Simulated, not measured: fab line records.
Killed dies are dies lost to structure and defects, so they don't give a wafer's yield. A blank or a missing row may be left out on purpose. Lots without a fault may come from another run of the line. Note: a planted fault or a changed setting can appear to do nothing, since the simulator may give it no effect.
A lot that was struck, set against a sound lot | flow berkeley_cmos170 | 14 steps out of a route of 331
Sound: wafers L287.1, L287.3, L287.4. The struck wafers were L286.2, L286.3, L286.5. The cause is named last.
Order at every step that has rows: each side's tool, ch and its chambers, its first start. Under that, the readings that differ: sound wafers | struck wafers | difference of the means | sigmas: that difference in standard deviations of wafers without a fault.
alike: readings whose means differ by less than 2 such deviations, and words and numbers that are the same on both sides. not compared: withheld readings, readings that some wafer has no value for, bounds like >300 that may hide the same value, and numbers for which the record gives no deviation and whose values overlap.
Wherever a step has rows on one side only, a row that says differs or no value, or a row with sigmas, the two part there. Numbers that don't overlap but have no deviation are shown without sigmas and don't part them. Lack of a reading on every wafer of one side parts them only where that side has two or more wafers.

UCB170_CONTACT_OVL_MEAS_16:
  sound: overlay-02 at day 9 09:58; struck: overlay-01 at day 9 12:14
  alike: CONTACT_OVL
UCB170_CONTACT_ETCH_17: etches BARC in N2/H2.
  sound on rie_diel-04 ch 0,1,3, day 9 10:00; struck on rie_diel-01 ch 0,2,3, day 9 12:16
  alike: drypump_motor_current_A, oes_product_au, throttle_valve_pct
UCB170_CONTACT_ETCH_18: etches PSG in CHF3/CF4/Ar, stops on TiSi2, target depth 840 nm, time 195 s.
  sound: rie_diel-04 ch 0,1,3; struck: rie_diel-01 ch 0,2,3
  alike: drypump_motor_current_A, oes_product_au, throttle_valve_pct
  not compared: rf_hours_counter_h
UCB170_CONTACT_STRIP_19: strips in O2.
  sound on plasma_asher-01 ch 0,1, day 9 10:10; struck on plasma_asher-01 ch 0,1, day 9 12:26
  alike: drypump_motor_current_A, oes_product_au
  not compared: rf_hours_counter_h
UCB170_CONTACT_CD_MEAS_90: the cd target is 700 nm.
  sound: cd_sem-01 at day 9 10:16; struck: cd_sem-02 at day 9 12:34
  alike: cd_nm
then, 1 step without rows for these wafers: UCB170_CONTACT_CLEAN_20 (cleans in SPM, time 600 s).
UCB170_M1_SPUTTER_00: material Al, target thk 600 nm, time 80 s.
  sound: pvd_sputter-04 at day 9 10:35; struck: pvd_sputter-04 at day 9 12:52
  alike: throttle_valve_pct
UCB170_M1_RS_MEAS_01: measurement is done with a four-point probe.
  sound: film_metro-02 at day 9 10:38; struck: film_metro-03 at day 9 12:56
  alike: M1_AL_RS
UCB170_M1_THK_MEAS_02: measures by xrf.
  sound: film_metro-02 at day 9 10:46; struck: film_metro-03 at day 9 13:03
  alike: M1_AL_THK
then, 3 steps without rows for these wafers: UCB170_M1_COAT_03; UCB170_M1_COAT_04 (resist thk 900 nm); UCB170_M1_SOFTBAKE_05 (time 60 s).
UCB170_M1_EXPOSE_06: exposes mask METAL1, target cd 700 nm.
  struck on krf_scanner-02, day 9 13:42; sound on krf_scanner-02 ch 0, day 9 11:23
  no value came back on the struck wafers for exposure_dose_mJ_cm2, focus_offset_nm (nm); on the sound wafers exposure_dose_mJ_cm2 reads 21.025 20.970 20.946
  alike: mask
next, for these wafers, 1 step has no rows: UCB170_M1_PEB_07.

## WHERE THEY PART
Only at UCB170_M1_EXPOSE_06, as far as this record shows.

WHY: the cause the simulator had injected
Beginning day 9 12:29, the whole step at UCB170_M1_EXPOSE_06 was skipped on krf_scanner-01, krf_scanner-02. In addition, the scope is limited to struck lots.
